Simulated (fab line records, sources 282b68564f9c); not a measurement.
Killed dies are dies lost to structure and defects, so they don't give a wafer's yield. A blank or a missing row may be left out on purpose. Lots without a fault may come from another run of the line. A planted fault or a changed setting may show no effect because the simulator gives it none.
A struck lot beside a sound one | flow rit_cmos | 19 steps out of a route of 202
Sound: wafers L757.1, L757.5, L757.6. Struck: wafers L766.1, L766.2, L766.5. The cause comes at the end.
At each step with rows: each side's tool, then ch and its chambers, then its first start. Under that, the readings that differ: sound wafers | struck wafers | difference of the means | sigmas: that difference in standard deviations of wafers without a fault.
alike: readings whose means differ by less than 2 such deviations, and words and numbers that are the same on both sides. not compared: withheld readings, readings that some wafer has no value for, bounds like >300 that may hide the same value, and numbers for which the record gives no deviation and whose values overlap.
The two part at a step that has a row with sigmas, a row that says differs or no value, or rows on one side only. Numbers that don't overlap but have no deviation are shown without sigmas and don't part them. A reading that every wafer of one side lacks parts them only if that side has two wafers or more.

first, 3 steps without rows for these wafers: RIT_GATE_CLEAN_02 (cleans in dHF, time 30 s); RIT_GATE_CLEAN_03 (cleans in SC2, time 600 s); RIT_GATE_CLEAN_04 (cleans in dHF, time 60 s).
RIT_FOX2_THK_MEAS_91:
  sound on film_metro-02, day 2 15:05; struck on film_metro-03, day 4 11:17
  alike: FIELD_OXIDE_LEFT_2_THK
then, 2 steps without rows for these wafers: RIT_GATE_OXIDATION_05 (target thk 3 nm, ox time 270 s); RIT_GATE_ANNEAL_06 (time 600 s).
RIT_GATE_THK_MEAS_07:
  sound on film_metro-02, day 2 17:22; struck on film_metro-02, day 4 13:12
  alike: GATE_OXIDE_THK
then, 1 step without rows for these wafers: RIT_GATE_CVD_08 (deposits poly-Si from SiH4, target thk 250 nm, time 2220 s).
RIT_GATE_THK_MEAS_09:
  sound on film_metro-04, day 2 19:02; struck on film_metro-02, day 4 14:53
  alike: GATE_POLY_THK
then, 3 steps without rows for these wafers: RIT_GATE_HMDS_10 (prime time 60 s); RIT_GATE_COAT_11 (resist thk 850 nm); RIT_GATE_SOFTBAKE_12 (time 60 s).
RIT_GATE_EXPOSE_13: exposes mask M6, target cd 150 nm.
  sound on iline_stepper-01 ch 0, day 2 19:40; struck on iline_stepper-02 ch 0, day 4 15:31
  reading                      | sound             | struck            | difference | sigmas
  model.GATE.overlay_x_nm (nm) | 0.464 0.464 0.464 | 238.5 238.5 238.5 | +238.0     |
  alike: mask, reticle_temp_C
then, 2 steps without rows for these wafers: RIT_GATE_PEB_14; RIT_GATE_DEVELOP_15 (develop time 50 s).
RIT_GATE_CD_MEAS_16: target cd 150 nm.
  sound on cd_sem-02, day 2 20:04; struck on cd_sem-01, day 4 15:56
  alike: cd_nm
RIT_GATE_OVL_MEAS_17:
  sound on overlay-01, day 2 20:11; struck on overlay-02, day 4 16:03
  reading       | sound        | struck            | difference | sigmas
  GATE_OVL (nm) | 1.5 -1.1 0.4 | 238.3 237.1 237.4 | +237.3     | +99 or more
then, 1 step without rows for these wafers: RIT_GATE_HARDBAKE_18 (time 60 s).
RIT_M1_PROBE_99:
  sound on prober-02, day 3 18:59; struck on prober-01, day 5 11:50
  reading                                    | sound                | struck               | difference | sigmas
  killed_at_M0_to_M3                         | 0 1 0                | 0 0 0                | +0         | -4
  killed_at_front_end                        | 6 11 6               | 7 16 19              | +6         | +2
  killed_dies                                | 6 12 6               | 7 16 19              | +6         | +2
  killed_open                                | 3 5 1                | 7 7 11               | +5         | +3
  model.etest.pldd.width_nm (nm)             | 3150 3163 3151       | 3004 3012 3017       | -144       |
  model.etest.nldd.width_nm (nm)             | 3164 3153 3155       | 3024 2995 3009       | -148       |
  model.etest.gate_end_array.leak_log10_a_um | -12.97 -12.9 -12.81  | -7.476 -7.401 -7.837 | +5.322     |
  model.etest.nmos_0p15.junction_log10_a_um  | -13.63 -13.68 -13.53 | -12.53 -12.22 -12.65 | +1.15      |
  model.etest.select_edge_diode_p.over_limit | 0 0 0                | 1 1 1                | +1         |
  model.etest.select_edge_diode_n.over_limit | 0 0 0                | 1 1 1                | +1         |
  model.etest.nmos_narrow.off_log10_a_um     | -13.35 -13.28 -13.23 | -12.49 -12.19 -12.62 | +0.85      |
  model.etest.nmos_0p3.off_log10_a_um        | -13.15 -13.05 -12.98 | -12.39 -12.15 -12.55 | +0.70      |
  alike: killed_short

WHERE THEY PART
First at RIT_GATE_OVL_MEAS_17; last, within this record, at RIT_M1_PROBE_99.

WHY: what the simulator had put in
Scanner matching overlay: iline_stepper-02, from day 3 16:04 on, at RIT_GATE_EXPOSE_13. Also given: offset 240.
